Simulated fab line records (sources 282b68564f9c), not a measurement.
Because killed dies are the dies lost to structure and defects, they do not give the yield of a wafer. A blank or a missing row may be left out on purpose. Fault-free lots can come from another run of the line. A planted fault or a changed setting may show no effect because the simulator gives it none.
Which tool is to blame?	flow rit-cmos	13 lots with 39 wafers sampled at 2 steps, on a route of 202 steps

WHAT THE GAUGES SHOWED, per wafer
The record holds no reading of a measuring or inspecting step that can be judged against a usual standard deviation.

WHICH TOOL RAN EACH LOT (tool, then ch and the chambers of the sampled wafers, then the start)
lot	RIT_NRETRO_SOFTBAKE_02	RIT_M1_PROBE_99
L289	litho-track-01 ch 0, day 2 11:25	-
L288	litho-track-04 ch 0, day 2 11:56	prober-01, day 3 21:36
L290	litho-track-01 ch 0, day 2 17:04	prober-01, day 4 02:01
L297	litho-track-02 ch 0, day 4 08:49	prober-02, day 5 21:09
L300	litho-track-02 ch 0, day 4 21:18	-
L303	litho-track-01 ch 0, day 5 12:36	-
L304	litho-track-04 ch 0, day 5 17:41	-
L306	litho-track-01 ch 0, day 6 04:38	prober-01, day 7 11:40
L307	litho-track-01 ch 0, day 6 07:32	-
L308	litho-track-04 ch 0, day 6 14:00	prober-01, day 7 19:29
L309	litho-track-04 ch 0, day 6 19:23	prober-02, day 8 01:13
L310	litho-track-01 ch 0, day 6 19:36	prober-01, day 8 03:59
L311	litho-track-04 ch 0, day 7 00:34	-
- RIT_NRETRO_SOFTBAKE_02: time 60 s.
- RIT_M1_PROBE_99

WHAT THE TOOLS THEMSELVES READ (means of the sampled wafers that have a number; where no wafer has one, the mark that the record gives instead)
RIT_NRETRO_SOFTBAKE_02.
lot	tool	heater-power-total-W (W)	plate-temp-C (C)
L289	litho-track-01	34.55	89.95
L288	litho-track-04	34.58	89.80
L290	litho-track-01	34.56	90.16
L297	litho-track-02	32.31	85.80
L300	litho-track-02	32.30	85.77
L303	litho-track-01	34.60	89.97
L304	litho-track-04	34.54	89.90
L306	litho-track-01	34.60	90.09
L307	litho-track-01	34.54	89.94
L308	litho-track-04	34.54	90.04
L309	litho-track-04	34.54	89.95
L310	litho-track-01	34.51	89.89
L311	litho-track-04	34.51	90.13

RIT_M1_PROBE_99.
lot	tool	killed_at_M0_to_M3	killed-at-contacts	killed-at-front-end	killed-dies	killed-open	killed-short
L288	prober-01	0.0	0.0	6.0	6.0	1.7	4.3
L290	prober-01	0.0	0.0	7.3	7.3	3.3	4.0
L297	prober-02	0.3	0.0	7.3	7.7	3.3	4.3
L306	prober-01	0.3	0.0	4.7	5.0	3.0	2.0
L308	prober-01	0.0	0.0	7.7	7.7	4.3	3.3
L309	prober-02	0.0	0.3	8.0	8.3	4.0	4.3
L310	prober-01	0.3	0.0	5.0	5.3	2.3	3.0

THE ANSWER, worked out from the rows above alone
Rule: the usual values come from the lots themselves. Put in order of their means at a reading, lots are off if they are a third of the lots or fewer, leave a main group of 4 or more, and stand apart from it by a gap of 3 or more times the standard deviation of the main group's means; of several such gaps the widest counts. A main group whose means are all the same, to the digits that the tables above print for the reading, isn't used. A lot without any number at a reading at which 4 lots or more have one is off too. Where the step has rows for the other lots, those lots are counted as sound. First the gauges in route order, then the tools' own readings, where a lot's mean is used as printed above. At the first step where some lot is off, the reading lying furthest off is the one used; lots without a number count as furthest.
Off, at RIT_NRETRO_SOFTBAKE_02 on heater-power-total-W: L297, L300. The main group has a mean of 34.55 W with a standard deviation of 0.029.
A tool fits if, at that step or a process step before it, it ran every lot that is off, and no sound lot after the first of them. One candidate fits, namely litho-track-02 at RIT_NRETRO_SOFTBAKE_02. It ran no sound lot before its first lot that is off in this sample, so the start can't be narrowed down.
The tool's own readings at RIT_NRETRO_SOFTBAKE_02 bear it out: on the lots that are off they differ by more than 5 times the standard deviation of the sound lots' means. heater-power-total-W reads 32.30 W there against 34.55 W on the sound lots; plate-temp-C reads 85.78 C there against 89.98 C on the sound lots.

WHAT THE SIMULATOR HAD PUT IN
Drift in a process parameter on litho-track-02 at RIT_NRETRO_SOFTBAKE_02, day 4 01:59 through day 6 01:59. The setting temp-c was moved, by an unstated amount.
Shown lots that were struck: L297, L300. This agrees with what the rule above found.
